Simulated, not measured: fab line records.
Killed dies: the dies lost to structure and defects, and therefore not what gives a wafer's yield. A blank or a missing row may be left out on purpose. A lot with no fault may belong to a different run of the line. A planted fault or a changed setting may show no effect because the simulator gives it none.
Tool commonality check + flow ritCmos + Lots sampled 14, wafers sampled 42

## THE REASON FOR OPENING IT
Of 14 lots, 2 have the reading PWELL_TW flagged at RIT_PWELL_TW_MEAS_10. Fault-free wafers read 944, with a standard deviation of 5.5.
Rule: a lot is flagged when every wafer of it that has a number lies more than 4 standard deviations from that mean, or none has a number. All remaining lots are regarded as sound.

| lot  | measured    | on           | PWELL_TW, wafer by wafer | flag    |
|------|-------------|--------------|--------------------------|---------|
| L500 | day 2 00:26 | filmMetro-04 | 934 940 936              |         |
| L501 | day 2 05:27 | filmMetro-04 | 937 937 944              |         |
| L502 | day 2 10:17 | filmMetro-02 | 949 942 948              |         |
| L503 | day 2 15:08 | filmMetro-04 | 943 945 941              |         |
| L504 | day 2 20:25 | filmMetro-01 | 942 946 945              |         |
| L505 | day 3 02:01 | filmMetro-04 | 941 937 939              |         |
| L506 | day 3 07:00 | filmMetro-01 | 952 956 959              |         |
| L507 | day 3 16:22 | filmMetro-01 | 946 945 950              |         |
| L512 | day 4 13:59 | filmMetro-04 | 1113 1114 1120           | FLAGGED |
| L514 | day 4 22:37 | filmMetro-02 | 1118 1120 1118           | FLAGGED |
| L517 | day 5 13:11 | filmMetro-01 | 946 944 942              |         |
| L519 | day 5 23:11 | filmMetro-02 | 948 951 947              |         |
| L520 | day 6 03:42 | filmMetro-01 | 949 950 947              |         |
| L522 | day 6 14:48 | filmMetro-02 | 950 950 942              |         |
The numbers of the flagged lots are 1117 on average: +173 against the usual, or +31 standard deviations.

## EACH LOT AND THE TOOL IT RAN ON
The record holds 1 process step before the reading, out of a route of 202 steps. Read each cell as the tool, then ch plus the chambers that the sampled wafers visited, then the start.
| lot  | flag    | RIT_PWELL_IMPLANT_08           |
|------|---------|--------------------------------|
| L500 |         | implanter-04 ch 0, day 2 00:10 |
| L501 |         | implanter-01 ch 0, day 2 05:10 |
| L502 |         | implanter-01 ch 0, day 2 10:00 |
| L503 |         | implanter-01 ch 0, day 2 14:49 |
| L504 |         | implanter-03 ch 0, day 2 20:06 |
| L505 |         | implanter-03 ch 0, day 3 01:41 |
| L506 |         | implanter-04 ch 0, day 3 06:42 |
| L507 |         | implanter-04 ch 0, day 3 16:04 |
| L512 | FLAGGED | implanter-03 ch 0, day 4 13:41 |
| L514 | FLAGGED | implanter-03 ch 0, day 4 22:17 |
| L517 |         | implanter-01 ch 0, day 5 12:53 |
| L519 |         | implanter-04 ch 0, day 5 22:52 |
| L520 |         | implanter-04 ch 0, day 6 03:23 |
| L522 |         | implanter-01 ch 0, day 6 14:28 |
What the steps here do:
- RIT_PWELL_IMPLANT_08
- RIT_PWELL_TW_MEAS_10

## FLAGGED AGAINST TOTAL, ONE TOOL AT A TIME (gauges that did the reading follow at the end)
| step                 | tool         | lots run | flagged | share of the flagged lots | sound lots run after its first flagged lot |
|----------------------|--------------|----------|---------|---------------------------|--------------------------------------------|
| RIT_PWELL_IMPLANT_08 | implanter-01 | 5        | 0       | none                      | -                                          |
| RIT_PWELL_IMPLANT_08 | implanter-03 | 4        | 2       | all                       | 0                                          |
| RIT_PWELL_IMPLANT_08 | implanter-04 | 5        | 0       | none                      | -                                          |
| RIT_PWELL_TW_MEAS_10 | filmMetro-01 | 5        | 0       | none                      | -                                          |
| RIT_PWELL_TW_MEAS_10 | filmMetro-02 | 4        | 1       | some                      | 2 (L519,L522)                              |
| RIT_PWELL_TW_MEAS_10 | filmMetro-04 | 5        | 1       | some                      | 0                                          |

## WHAT THE TABLE ALLOWS
Rows of the table that ran each flagged lot: 1, that is implanter-03 at RIT_PWELL_IMPLANT_08.
- implanter-03 at RIT_PWELL_IMPLANT_08: 2 of its 4 lots flagged. It ran its last sound lot, L505, at day 3 01:41 and its first flagged lot, L512, at day 4 13:41: a fault with its onset between the two fits. Its own readings lie more than 4 standard deviations out on every wafer of the flagged lots: doseIonsCm2, faradayCurrentUA.
One tool is left: implanter-03 at RIT_PWELL_IMPLANT_08.

## WHAT THE SIMULATOR HAD PUT IN
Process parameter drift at RIT_PWELL_IMPLANT_08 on implanter-03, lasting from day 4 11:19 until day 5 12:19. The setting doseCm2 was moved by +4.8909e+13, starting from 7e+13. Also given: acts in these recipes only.
Lots struck among those shown: L512, L514. Same finding as the rule above.
